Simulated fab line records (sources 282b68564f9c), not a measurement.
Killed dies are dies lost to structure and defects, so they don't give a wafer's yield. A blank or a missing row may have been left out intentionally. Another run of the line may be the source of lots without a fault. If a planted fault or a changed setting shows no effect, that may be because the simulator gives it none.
Check for tools in common | flow rit cmos | Sampled: 15 lots, 54 wafers

== REASON FOR OPENING ==
At RIT_NLDD_OVL_MEAS_06 the reading NLDD_OVL is flagged on 3 of 15 lots. Wafers without a fault read -1.2 nm, standard deviation 1.4.
Rule: a lot is flagged when every wafer of it that has a number lies more than 4 standard deviations from that mean, or none has a number. The other lots count as sound.

lot  | measured    | on         | NLDD_OVL (nm), wafer by wafer             | flag
L886 | day 2 19:28 | overlay-01 | -2.2 -0.9 -2.4                            |
L887 | day 2 23:27 | overlay-01 | -1.4 -1.4 -0.3                            |
L888 | day 3 05:27 | overlay-01 | -0.6 -0.9 -2.4                            |
L890 | day 3 15:29 | overlay-02 | -1.6 0.9 -1.2                             |
L891 | day 3 20:32 | overlay-02 | -3.4 -4.0 -4.0                            |
L892 | day 4 05:49 | overlay-02 | 2.3 -0.9 0.5                              |
L893 | day 4 06:03 | overlay-01 | -1.1 0.9 0.5                              |
L896 | day 4 23:45 | overlay-02 | -181.1 -179.9 -178.9 -178.7 -177.8 -176.7 | FLAGGED
L897 | day 5 02:25 | overlay-01 | -0.9 -0.3 -1.5                            |
L900 | day 5 19:01 | overlay-01 | -181.6 -182.5 -182.3 -179.7 -180.1 -180.0 | FLAGGED
L901 | day 6 00:32 | overlay-02 | -181.2 -181.0 -179.8 -179.6 -178.5 -178.4 | FLAGGED
L904 | day 6 17:11 | overlay-02 | 1.5 1.6 -1.4                              |
L905 | day 6 20:20 | overlay-02 | -0.8 -1.0 -1.0                            |
L906 | day 7 01:19 | overlay-01 | -0.7 0.8 0.6                              |
L908 | day 7 12:43 | overlay-01 | -1.9 -1.4 -2.5                            |
Flagged lots average -179.9 nm: -178.7 nm relative to the usual, that is -99 or more standard deviations.

== EACH LOT AND THE TOOL IT RAN ON ==
The record keeps 1 process step preceding the reading, out of 202 steps on the route. Cell contents, in order: the tool; ch with the chambers the sampled wafers went through; the start.
lot  | flag    | RIT_NLDD_EXPOSE_03
L886 |         | iline stepper-01 ch 0, day 2 19:04
L887 |         | iline stepper-01 ch 0, day 2 23:03
L888 |         | iline stepper-02 ch 0, day 3 05:03
L890 |         | iline stepper-01 ch 0, day 3 15:05
L891 |         | iline stepper-01 ch 0, day 3 20:08
L892 |         | iline stepper-01 ch 0, day 4 05:25
L893 |         | iline stepper-02 ch 0, day 4 05:39
L896 | FLAGGED | iline stepper-01 ch 0, day 4 23:21
L897 |         | iline stepper-02 ch 0, day 5 02:01
L900 | FLAGGED | iline stepper-01 ch 0, day 5 18:37
L901 | FLAGGED | iline stepper-01 ch 0, day 6 00:09
L904 |         | iline stepper-02 ch 0, day 6 16:47
L905 |         | iline stepper-02 ch 0, day 6 19:56
L906 |         | iline stepper-02 ch 0, day 7 00:55
L908 |         | iline stepper-02 ch 0, day 7 12:19
What the steps here do:
- RIT_NLDD_EXPOSE_03: exposes mask M7, target cd 40700 nm.
- RIT_NLDD_OVL_MEAS_06

== FLAGGED OVER TOTAL, TOOL BY TOOL (the gauges that took the reading come last) ==
step                 | tool             | lots run | flagged | share of the flagged lots | sound lots run after its first flagged lot
RIT_NLDD_EXPOSE_03   | iline stepper-01 | 8        | 3       | all                       | 0
RIT_NLDD_EXPOSE_03   | iline stepper-02 | 7        | 0       | none                      | -
RIT_NLDD_OVL_MEAS_06 | overlay-01       | 8        | 1       | some                      | 2 (L906,L908)
RIT_NLDD_OVL_MEAS_06 | overlay-02       | 7        | 2       | some                      | 2 (L904,L905)

== THE TABLE: WHAT IT ALLOWS ==
Rows of the table that ran each flagged lot: 1, that is iline stepper-01 at RIT_NLDD_EXPOSE_03.
- iline stepper-01 at RIT_NLDD_EXPOSE_03 ran 8 lots, 3 of them flagged. Its last sound lot is L892 (day 4 05:25), its first flagged lot L896 (day 4 23:21): a fault that began between those two fits.
One tool is left: iline stepper-01 at RIT_NLDD_EXPOSE_03.

== WHAT THE SIMULATOR PUT IN ==
Scanner matching overlay: iline stepper-01, from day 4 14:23 on, at RIT_NLDD_EXPOSE_03. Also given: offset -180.
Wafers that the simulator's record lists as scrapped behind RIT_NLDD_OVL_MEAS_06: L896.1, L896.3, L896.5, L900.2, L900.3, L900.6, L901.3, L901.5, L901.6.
Shown lots that were struck: L896, L900, L901. This agrees with what the rule above found.
